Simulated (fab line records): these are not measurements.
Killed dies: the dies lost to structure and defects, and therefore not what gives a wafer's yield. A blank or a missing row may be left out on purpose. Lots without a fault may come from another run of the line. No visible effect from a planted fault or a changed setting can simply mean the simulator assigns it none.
Commonality check across tools | flow ritCmos | 14 lots, 42 wafers sampled

REASON FOR OPENING
2 of 14 lots carry a flag on the reading FOX2_OXIDE_THK at RIT_FOX2_THK_MEAS_01. Fault-free wafers read 349 nm, with a standard deviation of 6.
Rule: a lot is flagged when every wafer of it that has a number lies more than 4 standard deviations from that mean, or none has a number. The other lots count as sound.

lot  | measured    | on           | FOX2_OXIDE_THK (nm), wafer by wafer | flag
L480 | day 2 00:50 | filmMetro-04 | 354 350 356                         | 
L481 | day 2 05:37 | filmMetro-03 | 344 353 353                         | 
L482 | day 2 11:31 | filmMetro-04 | 358 356 356                         | 
L485 | day 2 22:59 | filmMetro-02 | 354 354 348                         | 
L486 | day 3 06:28 | filmMetro-03 | 347 353 354                         | 
L487 | day 3 10:43 | filmMetro-03 | 357 365 359                         | 
L488 | day 3 14:07 | filmMetro-03 | 439 442 444                         | FLAGGED
L491 | day 4 04:11 | filmMetro-02 | 336 339 334                         | 
L495 | day 4 23:36 | filmMetro-02 | 445 444 439                         | FLAGGED
L497 | day 5 10:11 | filmMetro-04 | 352 352 355                         | 
L499 | day 6 00:40 | filmMetro-03 | 341 340 344                         | 
L500 | day 6 04:11 | filmMetro-02 | 341 344 346                         | 
L502 | day 6 11:40 | filmMetro-04 | 339 344 339                         | 
L503 | day 6 18:45 | filmMetro-02 | 348 345 352                         | 
Average over the flagged lots: 442 nm; offset from the usual +93 nm, equal to +16 standard deviations.

EACH LOT AND THE TOOL IT RAN ON
The record holds 1 process step before the reading, out of a route of 202 steps. Each cell gives the tool, then ch followed by the chambers the sampled wafers passed through, then the start.
lot  | flag    | RIT_FOX2_OXIDATION_00
L480 |         | furnace-04 ch 0, day 1 23:30
L481 |         | furnace-04 ch 0, day 2 04:19
L482 |         | furnace-04 ch 0, day 2 10:11
L485 |         | furnace-04 ch 0, day 2 21:40
L486 |         | furnace-04 ch 0, day 3 05:09
L487 |         | furnace-01 ch 0, day 3 09:25
L488 | FLAGGED | furnace-04 ch 0, day 3 12:47
L491 |         | furnace-01 ch 0, day 4 02:53
L495 | FLAGGED | furnace-04 ch 0, day 4 22:17
L497 |         | furnace-03 ch 0, day 5 08:53
L499 |         | furnace-03 ch 0, day 5 23:22
L500 |         | furnace-03 ch 0, day 6 02:52
L502 |         | furnace-03 ch 0, day 6 10:20
L503 |         | furnace-03 ch 0, day 6 17:26
What the steps here do:
- RIT_FOX2_OXIDATION_00: target thk 350.7 nm, ox time 1130 s.
- RIT_FOX2_THK_MEAS_01

FLAGGED AGAINST TOTAL, ONE TOOL AT A TIME (gauges that did the reading follow at the end)
step                  | tool         | lots run | flagged | share of the flagged lots | sound lots run after its first flagged lot
RIT_FOX2_OXIDATION_00 | furnace-01   | 2        | 0       | none                      | -
RIT_FOX2_OXIDATION_00 | furnace-03   | 5        | 0       | none                      | -
RIT_FOX2_OXIDATION_00 | furnace-04   | 7        | 2       | all                       | 0
RIT_FOX2_THK_MEAS_01  | filmMetro-02 | 5        | 1       | some                      | 2 (L500,L503)
RIT_FOX2_THK_MEAS_01  | filmMetro-03 | 5        | 1       | some                      | 1 (L499)
RIT_FOX2_THK_MEAS_01  | filmMetro-04 | 4        | 0       | none                      | -

WHAT THE TABLE PERMITS
In the table, 1 row covers all flagged lots: furnace-04 at RIT_FOX2_OXIDATION_00.
- furnace-04 at RIT_FOX2_OXIDATION_00 ran 7 lots, 2 of them flagged. A fault beginning between L486 (day 3 05:09), its last sound lot, and L488 (day 3 12:47), its first flagged one, fits the data.
Just one tool remains: furnace-04 at RIT_FOX2_OXIDATION_00.

WHAT HAD BEEN PUT IN BY THE SIMULATOR
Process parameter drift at RIT_FOX2_OXIDATION_00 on furnace-04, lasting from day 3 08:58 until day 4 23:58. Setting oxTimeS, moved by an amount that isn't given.
Struck lots among those shown: L488, L495. This agrees with what the rule above found.
